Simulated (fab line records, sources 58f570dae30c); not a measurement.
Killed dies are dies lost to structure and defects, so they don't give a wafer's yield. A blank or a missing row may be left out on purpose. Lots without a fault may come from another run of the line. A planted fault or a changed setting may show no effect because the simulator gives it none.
Which tool did it? | flow berkeley_cmos170 | 13 lots, 39 wafers sampled, at 6 steps of a route of 331

WHAT THE GAUGES READ, wafer by wafer
UCB170_START_BOW_MEAS_00.
lot  | measured    | on            | INCOMING_BOW (um)
L965 | day 1 10:01 | film_metro-03 | 2 -2 -15
L966 | day 1 15:00 | film_metro-01 | 7 4 -10
L967 | day 1 20:02 | film_metro-02 | -15 -8 -6
L968 | day 2 01:02 | film_metro-01 | 1 -3 0
L969 | day 2 06:00 | film_metro-03 | -4 1 -1
L970 | day 2 11:00 | film_metro-02 | 0 -3 0
L971 | day 2 16:00 | film_metro-03 | 3 8 0
L972 | day 2 21:01 | film_metro-02 | -3 0 -8
L974 | day 3 07:00 | film_metro-02 | 1 -8 -1
L984 | day 5 09:00 | film_metro-01 | 3 -2 9
L985 | day 5 14:01 | film_metro-03 | 3 -7 4
L987 | day 6 00:01 | film_metro-01 | -7 -5 -4
L988 | day 6 05:03 | film_metro-01 | 15 0 -9

UCB170_GATE_OVL_MEAS_13.
lot  | measured     | on         | GATE_OVL (nm)
L965 | day 6 00:42  | overlay-02 | -8 -3 -6
L966 | day 6 12:43  | overlay-02 | -11 -10 -4
L967 | day 6 12:28  | overlay-02 | -2 -3 -2
L968 | day 6 19:56  | overlay-01 | 4 -4 0
L969 | day 6 19:38  | overlay-02 | 6 2 1
L970 | day 7 08:44  | overlay-01 | -7 -8 -2
L971 | day 7 09:01  | overlay-01 | 0 -2 4
L972 | day 7 22:17  | overlay-02 | 1 0 5
L974 | day 7 21:55  | overlay-01 | -2 -12 -8
L984 | day 9 18:00  | overlay-02 | -10 -9 0
L985 | day 10 11:43 | overlay-01 | 1 1 3
L987 | day 10 19:25 | overlay-01 | -3 -3 3
L988 | day 10 18:58 | overlay-01 | 0 -2 -2

UCB170_NLDD_TW_MEAS_11.
lot  | measured     | on            | NLDD_TW
L965 | day 6 06:13  | film_metro-01 | 2213 2209 2213
L966 | day 6 16:56  | film_metro-02 | 2226 2207 2223
L967 | day 6 16:40  | film_metro-02 | 2214 2227 2226
L968 | day 7 00:43  | film_metro-01 | 2213 2220 2211
L969 | day 6 23:51  | film_metro-02 | 2222 2215 2213
L970 | day 7 13:22  | film_metro-03 | 2183 2183 2187
L971 | day 7 13:50  | film_metro-03 | 2182 2177 2192
L972 | day 8 02:58  | film_metro-03 | 2133 2130 2132
L974 | day 8 01:46  | film_metro-03 | 2193 2178 2188
L984 | day 9 22:53  | film_metro-01 | 2212 2208 2210
L985 | day 10 15:33 | film_metro-03 | 2169 2171 2185
L987 | day 10 23:52 | film_metro-01 | 2199 2213 2192
L988 | day 10 23:37 | film_metro-03 | 2178 2178 2175

UCB170_SDANNEAL_RS_MEAS_05: measures by four-point-probe.
lot  | measured     | on            | NLDD_RS (ohm/sq)
L965 | day 6 17:40  | film_metro-02 | 614.3 614.2 614.3
L966 | day 7 02:51  | film_metro-01 | 615.9 617.1 614.9
L967 | day 7 02:29  | film_metro-02 | 615.7 612.8 613.0
L968 | day 7 12:28  | film_metro-01 | 617.6 615.7 616.1
L969 | day 7 12:02  | film_metro-02 | 614.3 613.9 614.7
L970 | day 8 02:11  | film_metro-03 | 617.1 618.8 617.5
L971 | day 8 02:26  | film_metro-02 | 614.0 613.5 615.0
L972 | day 8 12:05  | film_metro-01 | 655.1 653.4 654.4
L974 | day 8 11:46  | film_metro-02 | 614.3 613.8 615.8
L984 | day 10 08:35 | film_metro-01 | 615.0 615.2 618.4
L985 | day 11 00:39 | film_metro-03 | 617.5 617.8 617.0
L987 | day 11 17:07 | film_metro-03 | 616.4 616.1 617.9
L988 | day 11 16:15 | film_metro-03 | 617.0 618.2 618.2

UCB170_M3_OVL_MEAS_16.
lot  | measured     | on         | M3_OVL (nm)
L965 | day 7 15:32  | overlay-01 | 8 6 13
L966 | day 8 03:04  | overlay-02 | 0 -3 1
L967 | day 8 02:48  | overlay-01 | 2 3 -3
L968 | day 8 12:31  | overlay-02 | 1 2 -12
L969 | day 8 12:13  | overlay-01 | -11 -7 -6
L970 | day 8 21:49  | overlay-02 | 4 5 5
L971 | day 9 01:18  | overlay-01 | 0 -10 -3
L972 | day 9 12:32  | overlay-02 | -4 -8 -8
L974 | day 9 13:08  | overlay-01 | 2 2 3
L984 | day 11 09:07 | overlay-02 | 7 3 6
L985 | day 12 00:18 | overlay-01 | -6 -3 -1
L987 | day 12 15:37 | overlay-01 | 1 -1 -2
L988 | day 12 15:12 | overlay-01 | 1 2 1

WHICH TOOL RAN EACH LOT (tool, then ch and the chambers of the sampled wafers, then the start)
lot  | UCB170_NLDD_IMPLANT_08
L965 | implanter-03 ch 0, day 6 05:49
L966 | implanter-03 ch 0, day 6 16:32
L967 | implanter-01 ch 0, day 6 16:17
L968 | implanter-03 ch 0, day 7 00:20
L969 | implanter-03 ch 0, day 6 23:27
L970 | implanter-01 ch 0, day 7 12:58
L971 | implanter-03 ch 0, day 7 13:23
L972 | implanter-03 ch 0, day 8 02:34
L974 | implanter-03 ch 0, day 8 01:22
L984 | implanter-01 ch 0, day 9 22:29
L985 | implanter-04 ch 0, day 10 15:10
L987 | implanter-04 ch 0, day 10 23:28
L988 | implanter-01 ch 0, day 10 23:04
- UCB170_NLDD_IMPLANT_08

WHAT THE TOOLS THEMSELVES READ (means of the sampled wafers that have a number; where no wafer has one, the mark that the record gives instead)
UCB170_NLDD_IMPLANT_08.
lot  | tool         | dose_ions_cm2 | end_station_pressure_torr (Torr)
L965 | implanter-03 | 4.998e+13     | 4.99e-06
L966 | implanter-03 | 5.003e+13     | 5.07e-06
L967 | implanter-01 | 5.001e+13     | 5.24e-06
L968 | implanter-03 | 5.000e+13     | 5.03e-06
L969 | implanter-03 | 5.003e+13     | 5.14e-06
L970 | implanter-01 | 5.001e+13     | 5.13e-06
L971 | implanter-03 | 4.994e+13     | 5.17e-06
L972 | implanter-03 | 4.997e+13     | 5.16e-06
L974 | implanter-03 | 5.001e+13     | 5.01e-06
L984 | implanter-01 | 5.005e+13     | 5.12e-06
L985 | implanter-04 | 4.993e+13     | 4.99e-06
L987 | implanter-04 | 5.007e+13     | 4.80e-06
L988 | implanter-01 | 4.995e+13     | 4.95e-06

THE ANSWER, worked out from the rows above alone
Rule: what is usual is taken from the lots themselves. Put in order of their means at a reading, lots are off if they are a third of the lots or fewer, leave a main group of 4 or more, and stand apart from it by a gap of 3 or more times the standard deviation of the main group's means; of several such gaps the widest counts. A main group whose means are all the same, to the digits that the tables above print for the reading, isn't used. A lot without any number at a reading at which 4 lots or more have one is off too. The other lots that the step has rows for count as sound. The gauges are gone through in route order, then the tools' own readings, and for those a lot's mean is taken as printed above. The first step at which some lot is off is used, and at that step the reading that is off furthest; a lot without a number counts as furthest.
Off: L972, at UCB170_SDANNEAL_RS_MEAS_05 (NLDD_RS). The main group: mean 615.8 ohm/sq, standard deviation 1.4.
A tool fits if, at a process step before that reading, it ran every lot that is off, and no sound lot after the first of them. The gauges at UCB170_SDANNEAL_RS_MEAS_05 are tried like those tools. One fits: implanter-03 at UCB170_NLDD_IMPLANT_08. Its last sound lot is L974 (day 8 01:22), its first lot that is off L972 (day 8 02:34): a fault that began between those two fits.

WHAT THE SIMULATOR HAD PUT IN
Process parameter drift: implanter-03, from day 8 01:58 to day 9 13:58, at UCB170_NLDD_IMPLANT_08. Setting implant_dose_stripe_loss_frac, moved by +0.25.
Lots struck among those shown: L972. The rule above found the same.
